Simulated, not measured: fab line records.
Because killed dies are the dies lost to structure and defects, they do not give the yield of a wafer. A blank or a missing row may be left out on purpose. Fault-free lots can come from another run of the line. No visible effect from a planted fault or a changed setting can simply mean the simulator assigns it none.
One fault seen from 2 desks    flow berkeley_cmos170    what lay behind the numbers comes last; until then each desk has only its own

DESK OF THE TOOL OWNER: litho_track-04
The tool's own readings at UCB170_M3_SOFTBAKE_11 (time 60 s): means of the sampled wafers that have a number, for each lot that ran on this tool. The brackets show how far a lot's mean lies from the usual mean; more than 4 standard deviations puts the lot out of limits, marked OUT.
Columns: A = heater_power_total_W at UCB170_M3_SOFTBAKE_11, usual 56.81 W; B = plate_temp_C at UCB170_M3_SOFTBAKE_11, usual 129.99 C
lot   first seen here  A                B
L766  day 8 15:00      56.77            129.86
L771  day 9 02:00      56.80            129.91
L772  day 9 13:00      56.82            129.94
L773  day 9 15:00      56.81            130.03
L775  day 10 01:00     56.84            129.96
L779  day 10 19:00     53.65 (-69) OUT  124.43 (-46) OUT
L783  day 11 17:00     53.63 (-69) OUT  124.33 (-47) OUT
This desk's finding: out of limits on L779, L783; first on L779, day 10 19:00 (heater_power_total_W at UCB170_M3_SOFTBAKE_11). L766, L771, L772, L773, L775: within limits.

FROM THE METROLOGY DESK
Lot by lot, what the gauges showed, no matter which tool ran the lot: averages of those sampled wafers that carry a number. The brackets show how far a lot's mean lies from the usual mean; more than 4 standard deviations puts the lot out of limits, marked OUT.
Columns: A = cd_nm at UCB170_M3_CD_MEAS_15, usual 700.1 nm
lot   first seen here  A
L764  day 7 15:56      697.1
L765  day 8 08:08      699.5
L766  day 8 16:16      701.8
L771  day 9 03:43      701.0
L768  day 9 08:41      700.3
L770  day 9 08:48      700.4
L772  day 9 14:18      701.3
L773  day 9 15:56      699.7
L775  day 10 02:19     700.9
L779  day 10 20:28     711.3 (+8.0) OUT
L782  day 11 11:31     702.2
L783  day 11 17:44     712.2 (+8.6) OUT
L784  day 11 21:47     697.8
L786  day 11 22:24     699.8
This desk's finding: out of limits on L779, L783; first on L779, day 10 20:28 (cd_nm at UCB170_M3_CD_MEAS_15). L764, L765, L766, L771, L768, L770, L772, L773, L775, L782, L784, L786: within limits.

TAKEN TOGETHER
At day 10 19:00, on L779, L783, the tool owner's desk was in a position to raise an alarm.
An alarm was possible from the metrology desk at day 10 20:28, on L779, L783.
On litho_track-04, each named lot ran UCB170_M3_SOFTBAKE_11.

WHAT THE SIMULATOR HAD INSERTED
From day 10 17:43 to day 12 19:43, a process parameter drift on litho_track-04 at UCB170_M3_SOFTBAKE_11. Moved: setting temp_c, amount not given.
Shown lots that were struck: L779, L783.
Fault start to first reading out of limits, in hours, per desk: tool owner, 1; metrology, 3.
